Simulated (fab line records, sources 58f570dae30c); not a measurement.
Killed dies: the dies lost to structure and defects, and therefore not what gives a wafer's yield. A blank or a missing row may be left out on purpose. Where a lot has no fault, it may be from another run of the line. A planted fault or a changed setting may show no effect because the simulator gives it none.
fab line records    flow berkeleyCmos170
record: lots: 5  wafers: 23
route steps=331 shown M3@321
startH: start of the lot's first displayed wafer, in hours after the record's first day    waitH: hours elapsed since this lot's preceding step    " identical to the entry in the row above    L1.1+2: one row covering several wafers at once    - no value, or no start was given    * or withheld: withheld    < > ~ a bound
route shown NAME@n: names a module that has steps shown in the file, with the first one's number in the route    usual: mean/standard deviation taken from wafers without a fault    same: alike in all rows    chamber/n: place in a boat    sites: each site's reading    _std_site: standard deviation of those values    _edge_site: inner sites' mean taken away from outer sites' mean    radiusMm: how far each site lies from the wafer's centre    mask NAME#n: copy n    behind: the tool/chamber that last shaped the wafer    hold: the reason the lot was held/the length of the hold in hours/how it ended    device: transistor that didn't switch, given as n, p or np    end of line: the tests these same wafers got at the end of their route    step lacking rows: just its recipe    killed: the dies lost at the first sort to structure and to defects; this is not the yield of the wafer    map: per-die view of a wafer (x killed, . not killed, _ where there is no die)
set.NAME: the run value of the setting; set.NAME@STEP: its run value at that earlier step    model.NAME: the simulator's own value behind a step, which no gauge read
lots with deliberately changed settings; one table per step, one row per wafer
== steps ==
step: UCB170_M3_EXPOSE_12
recipe: maskId: METAL3  targetCdNm: 700  na: 0.5  sigmaOuter: 0.6  sourceShape: conventional  doseMj: 26
lot.wafer       tool           chamber  startH  waitH  mask      set.doseMj
L074.2+4+6      krfScanner-02  0        177.06  -      METAL3#0  26
L079.1+5        krfScanner-02  0        207.11  -      METAL3#0  27.86
L079.3+4+6      "              0        "       "      METAL3#0  26
L078.1+5+6      krfScanner-02  0        208.67  -      METAL3#0  27.91
L078.2+3        "              0        "       "      METAL3#0  26
L084.1+3+4+5+6  krfScanner-01  0        233.76  -      METAL3#0  26
L085.1+2+3      krfScanner-01  0        236.77  -      METAL3#0  27.16
L085.4+6        "              0        "       "      METAL3#0  26
step: UCB170_M3_PEB_13
recipe: pebTempC: 130  pebTimeS: withheld  resist: KrF
step: UCB170_M3_DEVELOP_14
recipe: developer: TMAH  developTimeS: 45  resist: KrF  devTempC: 21
step: UCB170_M3_CD_MEAS_15
recipe: targetCdNm: 700
usual: cdNm: 699.5/1.5
lot.wafer  tool      chamber  startH  waitH  set.doseMj@M3_EXPOSE_12  cdNm
L074.2     cdSem-02  -        177.45  -      26                       698.8
L074.4     "         -        "       "      26                       698.0
L074.6     "         -        "       "      26                       697.4
L079.1     cdSem-01  -        207.50  -      27.86                    686.6
L079.3     "         -        "       "      26                       699.1
L079.4     "         -        "       "      26                       700.0
L079.5     "         -        "       "      27.86                    687.7
L079.6     "         -        "       "      26                       700.1
L078.1     cdSem-02  -        209.54  -      27.91                    688.5
L078.2     "         -        "       "      26                       701.4
L078.3     "         -        "       "      26                       699.5
L078.5     "         -        "       "      27.91                    688.1
L078.6     "         -        "       "      27.91                    688.9
L084.1     cdSem-02  -        234.41  -      26                       697.8
L084.3     "         -        "       "      26                       699.3
L084.4     "         -        "       "      26                       697.8
L084.5     "         -        "       "      26                       697.9
L084.6     "         -        "       "      26                       698.3
L085.1     cdSem-02  -        237.16  -      27.16                    693.4
L085.2     "         -        "       "      27.16                    693.2
L085.3     "         -        "       "      27.16                    693.2
L085.4     "         -        "       "      26                       700.6
L085.6     "         -        "       "      26                       700.2
step: UCB170_M3_ETCH_17
recipe: chemistry: N2/H2  targetDepthA: withheld  overetchA: withheld  target: BARC  timeS: withheld  sourceW: 500  biasW: 100  pressureMtorr: 30  n2FlowSccm: 100  h2FlowSccm: 200
lot.wafer  tool        chamber  startH  waitH  set.doseMj@M3_EXPOSE_12  model.M3.cdNm
L074.2     rieDiel-02  3        177.59  0.0    26                       697.5
L074.4     "           1        "       "      26                       698.3
L074.6     "           3        "       "      26                       696.4
L079.1     rieDiel-04  1        207.65  0.0    27.86                    686
L079.3     "           0        "       "      26                       699
L079.4     "           2        "       "      26                       701.1
L079.5     "           0        "       "      27.86                    687.8
L079.6     "           3        "       "      26                       700.1
L078.1+5   rieDiel-04  3,0      209.69  0.0    27.91                    688.1
L078.2     "           0        "       "      26                       701.3
L078.3     "           1        "       "      26                       699.6
L078.6     "           1        "       "      27.91                    688.9
L084.1     rieDiel-03  0        234.57  0.0    26                       697.6
L084.3     "           3        "       "      26                       699.3
L084.4+5   "           2,0      "       "      26                       697.8
L084.6     "           3        "       "      26                       698.1
L085.1     rieDiel-04  1        237.32  0.0    27.16                    692.5
L085.2     "           2        "       "      27.16                    694.4
L085.3     "           3        "       "      27.16                    693.2
L085.4     "           0        "       "      26                       700.9
L085.6     "           1        "       "      26                       699.5
step: UCB170_M3_METAL_ETCH_18
recipe: chemistry: Cl2/BCl3  target: Al  stopOn: SiO2  pressureMtorr: 12  targetDepthA: 11700  overEtchFrac: 0.3  timeS: 186.4  icpW: 600  biasW: 120  Cl2_flow_sccm: 90  bcl3FlowSccm: 45
usual: oesProductAu: 0.874/0.011
lot.wafer  tool         chamber  startH  waitH  set.timeS@M3_SPUTTER_01  set.doseMj@M3_EXPOSE_12  oesProductAu  model.M3.cdNm
L074.2     rieMetal-03  0        177.63  -      120                      26                       0.873         699
L074.4     "            0        "       "      120                      26                       0.864         701.9
L074.6     "            0        "       "      120                      26                       0.853         695.7
L079.1     rieMetal-03  0        207.70  -      120                      27.86                    0.867         688.2
L079.3     "            0        "       "      120                      26                       0.874         702.2
L079.4     "            1        "       "      120                      26                       0.873         702
L079.5     "            0        "       "      120                      27.86                    0.866         690.3
L079.6     "            1        "       "      120                      26                       0.881         701.6
L078.1     rieMetal-02  1        209.74  -      120                      27.91                    0.872         694.1
L078.2     "            0        "       "      120                      26                       0.875         703.4
L078.3     "            1        "       "      114.8                    26                       0.854         702.1
L078.5     "            0        "       "      114.8                    27.91                    0.855         693.3
L078.6     "            1        "       "      120                      27.91                    0.869         695.7
L084.1     rieMetal-03  0        234.61  -      113.4                    26                       0.837         703.6
L084.3     "            0        "       "      113.4                    26                       0.842         705.6
L084.4     "            1        "       "      120                      26                       0.882         701.8
L084.5     "            0        "       "      120                      26                       0.855         703.6
L084.6     "            1        "       "      120                      26                       0.878         699
L085.1     rieMetal-02  0        237.36  -      120                      27.16                    0.877         697.1
L085.2     "            1        "       "      103.3                    27.16                    0.791         695.6
L085.3     "            0        "       "      103.3                    27.16                    0.803         695.5
L085.4     "            1        "       "      120                      26                       0.874         704.9
L085.6     "            1        "       "      120                      26                       0.866         702.7
step: UCB170_M3_STRIP_19
recipe: chemistry: O2  powerW: 400  pressureMtorr: 3500  platenTempC: withheld  o2FlowSccm: 400  overashFraction: 0.5
step: UCB170_M3_CD_MEAS_90
recipe: targetCdNm: 700
usual: cdNm: 702/3.3
lot.wafer  tool      chamber  startH  waitH  set.doseMj@M3_EXPOSE_12  cdNm
L074.2     cdSem-02  -        177.94  0.1    26                       699
L074.4     "         -        "       "      26                       702
L074.6     "         -        "       "      26                       695
L079.1     cdSem-01  -        207.98  0.1    27.86                    688
L079.3     "         -        "       "      26                       702
L079.4     "         -        "       "      26                       701
L079.5     "         -        "       "      27.86                    690
L079.6     "         -        "       "      26                       701
L078.1     cdSem-02  -        210.02  0.1    27.91                    694
L078.2     "         -        "       "      26                       703
L078.3     "         -        "       "      26                       702
L078.5     "         -        "       "      27.91                    693
L078.6     "         -        "       "      27.91                    695
L084.1     cdSem-01  -        234.90  0.1    26                       704
L084.3     "         -        "       "      26                       706
L084.4     "         -        "       "      26                       702
L084.5     "         -        "       "      26                       704
L084.6     "         -        "       "      26                       699
L085.1     cdSem-01  -        237.65  0.1    27.16                    697
L085.2     "         -        "       "      27.16                    696
L085.3     "         -        "       "      27.16                    695
L085.4     "         -        "       "      26                       705
L085.6     "         -        "       "      26                       702
== key ==
split: step: UCB170_M3_EXPOSE_12  setting: doseMj  stated: 26  by: wafer
response: step: UCB170_M3_CD_MEAS_15  reading: cdNm  change: -1.68  per: 1%  r: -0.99
response: step: UCB170_M3_ETCH_17  reading: model.M3.cdNm  change: -1.71  per: 1%  r: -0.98
response: step: UCB170_M3_METAL_ETCH_18  reading: model.M3.cdNm  change: -1.49  per: 1%  r: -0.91
response: step: UCB170_M3_CD_MEAS_90  reading: cdNm  change: -1.51  per: 1%  r: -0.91
split outsideThisFile step=UCB170_M3_SPUTTER_01 setting=timeS
split outsideThisFile: this setting was split too, and the file shows its column; the key of that split is in another file
